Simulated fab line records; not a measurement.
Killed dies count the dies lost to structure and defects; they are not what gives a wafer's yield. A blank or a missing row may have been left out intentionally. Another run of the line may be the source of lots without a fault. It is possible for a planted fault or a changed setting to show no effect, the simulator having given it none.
Split-lot trial + flow ritCmos + 5 lots, 23 wafers read, on a route of 202 steps

ON THE SPLIT
At RIT_PRETRO_IMPLANT_08, the setting doseCm2 was moved away from the recipe's 1.2e+13 on 9 of the 23 wafers read, by +5.0% to +6.6%. For the rest of the wafers, this setting stayed at what the recipe calls for.

FROM THE SPLIT TO THE READING: what the file shows between them, 1 step
- RIT_PRETRO_STRIP_09: strips in O2, time 180 s

THE READING
PRETRO_TW, at RIT_PRETRO_TW_MEAS_10. Typical for fault-free wafers on this fab line: 475, with standard deviation 3.5.

| wafer  | tool, chamber at the split | doseCm2 as run | against the recipe | PRETRO_TW | against lot-mates on the recipe |
|--------|----------------------------|----------------|--------------------|-----------|---------------------------------|
| L079.1 | implanter-03, 0            | 1.2e+13        | recipe             | 477       | -                               |
| L079.2 | implanter-03, 0            | 1.2e+13        | recipe             | 477       | -                               |
| L079.6 | implanter-03, 0            | 1.2e+13        | recipe             | 477       | -                               |
| L081.1 | implanter-03, 0            | 1.26e+13       | +5.0%              | 479       | +7                              |
| L081.2 | implanter-03, 0            | 1.26e+13       | +5.0%              | 480       | +8                              |
| L081.3 | implanter-03, 0            | 1.2e+13        | recipe             | 473       | -                               |
| L081.4 | implanter-03, 0            | 1.26e+13       | +5.0%              | 479       | +7                              |
| L081.6 | implanter-03, 0            | 1.2e+13        | recipe             | 471       | -                               |
| L083.1 | implanter-02, 0            | 1.2e+13        | recipe             | 475       | -                               |
| L083.2 | implanter-02, 0            | 1.2e+13        | recipe             | 476       | -                               |
| L083.4 | implanter-02, 0            | 1.2e+13        | recipe             | 477       | -                               |
| L083.5 | implanter-02, 0            | 1.2e+13        | recipe             | 474       | -                               |
| L083.6 | implanter-02, 0            | 1.2e+13        | recipe             | 476       | -                               |
| L084.1 | implanter-03, 0            | 1.2e+13        | recipe             | 478       | -                               |
| L084.2 | implanter-03, 0            | 1.263e+13      | +5.2%              | 488       | +10                             |
| L084.3 | implanter-03, 0            | 1.263e+13      | +5.2%              | 485       | +7                              |
| L084.4 | implanter-03, 0            | 1.263e+13      | +5.2%              | 485       | +7                              |
| L084.6 | implanter-03, 0            | 1.2e+13        | recipe             | 478       | -                               |
| L085.1 | implanter-02, 0            | 1.2e+13        | recipe             | 477       | -                               |
| L085.2 | implanter-02, 0            | 1.279e+13      | +6.6%              | 485       | +8                              |
| L085.4 | implanter-02, 0            | 1.2e+13        | recipe             | 477       | -                               |
| L085.5 | implanter-02, 0            | 1.279e+13      | +6.6%              | 487       | +10                             |
| L085.6 | implanter-02, 0            | 1.279e+13      | +6.6%              | 485       | +8                              |

THE FIT
A straight line over all 23 wafers: PRETRO_TW changes by +1.41 for each +1% of doseCm2; r = +0.86; the points scatter about the line by 2.4.
The same after taking each lot's own level away (the mean of its wafers on the recipe; 23 wafers): +1.41 for each +1%; r = +0.97; scatter 0.95.
According to that fit, moving doseCm2 by its largest amount changes the reading by 9.3.
Across the lots, their own levels run from 472.0 to 478.0, a range of 1.7 times the standard deviation given above.
So the lot-to-lot level changes the slope little: the two slopes agree.
Check: with one of the wafers moved furthest among these (+6.6%) left out of the fit, the line predicts +9.55 for it against its lot-mates. Against them it came out at +8.

THE OTHER SPLITS THESE WAFERS WENT THROUGH
Other splits were also applied to these wafers ahead of the reading. Each is held against what the fit with the lots' levels taken away leaves over:
| other split on the same wafers   | wafers away from the commonest value | r with PRETRO_TW (lot level and that fit taken away) |
|----------------------------------|--------------------------------------|------------------------------------------------------|
| RIT_ACTIVE_OXIDATION_01 tempC    | 15                                   | +0.20                                                |
| RIT_ACTIVE_EXPOSE_08 doseMj      | 8                                    | -0.01                                                |
| RIT_ACTIVE_ETCH_13 pressureMtorr | 18                                   | +0.13                                                |
| RIT_NWELL_COAT_01 resistThkNm    | 8                                    | -0.20                                                |
| RIT_PWELL_COAT_01 spinRpm        | 7                                    | -0.60                                                |

THE FILE'S OWN FIT
PRETRO_TW changes by +1.4 for each +1% of doseCm2, r = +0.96.
